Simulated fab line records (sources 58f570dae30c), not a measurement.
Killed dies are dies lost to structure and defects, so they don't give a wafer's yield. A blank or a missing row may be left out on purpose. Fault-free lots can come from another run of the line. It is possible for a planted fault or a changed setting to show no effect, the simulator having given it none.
One fault seen from 2 desks + flow berkeley cmos170 + numbers are kept per desk, each desk with only its own; the story behind them comes last

## THE METROLOGY DESK
Lot by lot, what the gauges showed, no matter which tool ran the lot: averages of those sampled wafers that carry a number. The brackets show how far a lot's mean lies from the usual mean; more than 4 standard deviations puts the lot out of limits, marked OUT.
Columns: A = cd nm at UCB170_CONTACT_CD_MEAS_15, usual 700.0 nm; B = CONTACT_OVL at UCB170_CONTACT_OVL_MEAS_16, usual -2 nm; C = cd nm at UCB170_M3_CD_MEAS_90, usual 699 nm
| lot  | first seen here | A     | B   | C   |
|------|-----------------|-------|-----|-----|
| L231 | day 6 18:48     | 700.5 | -12 | 693 |
| L230 | day 6 19:02     | 701.2 | -10 | 698 |
| L232 | day 7 08:32     | 699.0 | -8  | 697 |
| L233 | day 7 20:21     | 701.9 | 5   | 699 |
| L234 | day 8 04:24     | 699.1 | 2   | 702 |
| L235 | day 8 04:37     | 699.8 | -11 | 699 |
| L236 | day 8 13:38     | 699.2 | 2   | 701 |
| L244 | day 10 10:46    | 701.3 | -4  | 693 |
| L246 | day 10 11:02    | 701.9 | 4   | 698 |
| L245 | day 10 15:03    | 698.6 | 0   | 695 |
| L249 | day 10 16:25    | 700.2 | 0   | 701 |
| L252 | day 11 11:08    | 699.6 | 0   | 701 |
| L250 | day 11 11:56    | 700.6 | -8  | 699 |
| L253 | day 12 05:55    | 700.0 | 0   | 701 |
This desk's finding: nothing out of limits on any of the 14 lots.

## FOR THE TOOL OWNER'S DESK: rie metal-01
The tool's own readings at UCB170_M3_METAL_ETCH_18 (etches Al in Cl2/BCl3, stops on SiO2, target depth 1170 nm, time 195 s): means of the sampled wafers that have a number, for each lot that ran on this tool. The brackets show how far a lot's mean lies from the usual mean; more than 4 standard deviations puts the lot out of limits, marked OUT.
Columns: A = drypump motor current A at UCB170_M3_METAL_ETCH_18, usual 5.48 A; B = oes product au at UCB170_M3_METAL_ETCH_18, usual 0.869 a.u.; C = throttle valve pct at UCB170_M3_METAL_ETCH_18, usual 24.33 %
| lot  | first seen here | A    | B     | C     |
|------|-----------------|------|-------|-------|
| L231 | day 7 14:23     | 5.41 | 0.882 | 24.20 |
| L232 | day 8 05:17     | 5.29 | 0.889 | 24.10 |
| L233 | day 8 15:34     | 5.30 | 0.881 | 24.11 |
| L244 | day 11 04:34    | 5.30 | 0.818 | 24.13 |
| L245 | day 11 10:29    | 5.41 | 0.844 | 24.22 |
This desk's finding: nothing out of limits on any of the 5 lots.

## TAKEN TOGETHER
Metrology desk: nothing out of limits seen.
The tool owner's desk saw nothing out of limits.

## WHAT THE SIMULATOR HAD INSERTED
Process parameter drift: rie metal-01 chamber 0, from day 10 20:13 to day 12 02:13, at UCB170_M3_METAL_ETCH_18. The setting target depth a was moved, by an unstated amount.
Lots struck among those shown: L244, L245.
